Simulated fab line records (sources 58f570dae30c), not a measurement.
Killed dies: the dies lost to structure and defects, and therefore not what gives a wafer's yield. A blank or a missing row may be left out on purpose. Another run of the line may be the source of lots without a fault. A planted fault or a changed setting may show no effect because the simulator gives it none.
2 desks looking at one fault    flow berkeley-cmos170    each desk holds nothing but its own numbers, with what lay behind them at the end

== FROM THE METROLOGY DESK ==
What the gauges read, lot by lot, whatever tool the lot ran on: means of the sampled wafers that have a number. If a lot's mean is further than 4 standard deviations from the usual mean, the lot is out of limits and carries the mark OUT (the distance appears in the brackets).
Columns: A = M1_OVL at UCB170_M1_OVL_MEAS_10, usual -1 nm; B = M2_AL_RS at UCB170_M2_RS_MEAS_02, usual 0.0321 ohm/sq; C = M2_AL_THK at UCB170_M2_THK_MEAS_03, usual 908 nm
lot   first seen here  A   B                 C
L811  day 7 15:25      -4  0.0321            908
L813  day 7 15:47      -3  0.0320            908
L809  day 7 16:22      -2  0.0317            920
L812  day 7 16:38      -5  0.0319            911
L815  day 8 13:35      -4  0.0319            913
L814  day 8 16:42      -5  0.0327            892
L816  day 8 17:17      -6  0.0321            912
L820  day 9 11:46      -3  0.0318            918
L818  day 9 12:02      4   0.0323            901
L823  day 10 09:34     -4  0.0321            908
L825  day 10 18:28     -1  0.0361 (+13) OUT  828 (-9.0) OUT
L828  day 10 23:24     -1  0.0365 (+14) OUT  816 (-10) OUT
L830  day 11 18:20     3   0.0322            909
L831  day 11 18:37     -3  0.0319            918
This desk reports L825, L828 out of limits; the earliest was L825 at day 11 02:11 (M2_AL_RS at UCB170_M2_RS_MEAS_02). Within limits: L811, L813, L809, L812, L815, L814, L816, L820, L818, L823, L830, L831.

== AT THE TOOL OWNER'S DESK: pvd-sputter-02 ==
The tool's own readings at UCB170_M2_SPUTTER_01 (material Al, target thk 900 nm, time 120 s): means of the sampled wafers that have a number, for each lot that ran on this tool. If a lot's mean is further than 4 standard deviations from the usual mean, the lot is out of limits and carries the mark OUT (the distance appears in the brackets).
Columns: A = throttle-valve-pct at UCB170_M2_SPUTTER_01, usual 29.9 %
lot   first seen here  A
L811  day 7 23:04      29.8
L812  day 7 23:41      30.3
L814  day 9 01:02      29.9
L818  day 9 21:57      29.1
L825  day 11 02:05     29.8
L828  day 11 09:17     29.9
Result from this desk: across the 6 lots, nothing is out of limits.

== ALL TOGETHER ==
On L825, L828, the metrology desk was in a position to raise an alarm at day 11 02:11.
Nothing out of limits was seen by the tool owner's desk.
On record at the tool owner's desk: L825, L828, within its limits.
All the named lots went through UCB170_M2_SPUTTER_01 on pvd-sputter-02.

== WHAT THE SIMULATOR HAD INSERTED ==
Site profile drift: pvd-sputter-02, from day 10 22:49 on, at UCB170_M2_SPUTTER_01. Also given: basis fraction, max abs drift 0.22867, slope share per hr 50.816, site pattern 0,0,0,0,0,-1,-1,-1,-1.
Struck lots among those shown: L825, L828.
Hours from the fault's start to each desk's first reading out of limits: the metrology desk, 3.
